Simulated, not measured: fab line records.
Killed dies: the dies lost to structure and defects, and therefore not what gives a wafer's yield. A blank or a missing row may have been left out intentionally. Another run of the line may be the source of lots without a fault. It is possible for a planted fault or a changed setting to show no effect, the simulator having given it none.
A lot that was struck, set against a sound lot | flow berkeley_cmos170 | 14 steps out of a route of 331
Sound: these wafers, L947.3, L947.4, L947.6. Struck: wafers L960.1, L960.2, L960.6. The cause is named last.
Each step with rows lists, per side, the tool, then ch with its chambers, then its first start. Under that, the readings that differ: sound wafers | struck wafers | difference of the means | sigmas: that difference in standard deviations of wafers without a fault.
alike: same words and numbers on both sides, and readings whose means sit less than 2 such deviations apart. not compared: any withheld reading, any reading some wafer has no value for, any bound like >300 that may hide the same value, and any number with overlapping values for which the record gives no deviation.
The two part at a step that has a row with sigmas, a row that says differs or no value, or rows on one side only. Non-overlapping numbers with no deviation appear without sigmas and do not part them. Lack of a reading on every wafer of one side parts them only where that side has two or more wafers.

UCB170_M3_SPUTTER_01: material Al, target thk 900 nm, time 120 s.
  sound on pvd_sputter-01 at day 9 01:40; struck on pvd_sputter-03 at day 11 21:35
  alike: chamber_pressure_pa, throttle_valve_pct
UCB170_M3_RS_MEAS_02: measures by four-point-probe.
  sound on film_metro-01 at day 9 01:47; struck on film_metro-04 at day 11 21:41
  reading           | sound                | struck               | difference | sigmas
  M3_AL_RS (ohm/sq) | 0.0335 0.0335 0.0338 | 0.0325 0.0328 0.0327 | -0.0009    | -2
UCB170_M3_THK_MEAS_03: measures by xrf.
  sound on film_metro-01 at day 9 01:53; struck on film_metro-04 at day 11 21:48
  reading        | sound       | struck      | difference | sigmas
  M3_AL_THK (nm) | 861 863 856 | 882 886 885 | +24        | +2
then, 3 steps without rows for these wafers: UCB170_M3_HMDS_04 (prime time 60 s); UCB170_M3_COAT_05 (resist thk 900 nm); UCB170_M3_SOFTBAKE_06 (time 60 s).
UCB170_M3_STRIP_07: strips in O2.
  sound on plasma_asher-01 ch 0,1, day 9 02:25; struck on plasma_asher-01 ch 0,1, day 11 22:19
  alike: drypump_motor_current_A, oes_product_au, strip_time_to_endpoint_s
  not compared: rf_hours_counter_h
then, 5 steps without rows for these wafers: UCB170_M3_STRIP_08 (strips KrF in DMSO, time 600 s); UCB170_M3_COAT_09; UCB170_M3_COAT_10 (resist thk 900 nm); UCB170_M3_SOFTBAKE_11 (time 60 s); UCB170_M3_EXPOSE_12 (exposes mask METAL3, target cd 700 nm).
UCB170_M3_PEB_13:
  sound on litho_track-02 ch 0, day 9 03:43; struck on litho_track-02, day 11 23:34
  no value came back on the struck wafers for chill_plate_temp_C (C), exhaust_pa (Pa); on the sound wafers chill_plate_temp_C (C) reads 22.95 22.87 23.16
then, 1 step without rows for these wafers: UCB170_M3_DEVELOP_14 (develop time 45 s).

WHERE THEY PART
First at UCB170_M3_RS_MEAS_02; last, within this record, at UCB170_M3_PEB_13.

WHY: what had been put in by the simulator
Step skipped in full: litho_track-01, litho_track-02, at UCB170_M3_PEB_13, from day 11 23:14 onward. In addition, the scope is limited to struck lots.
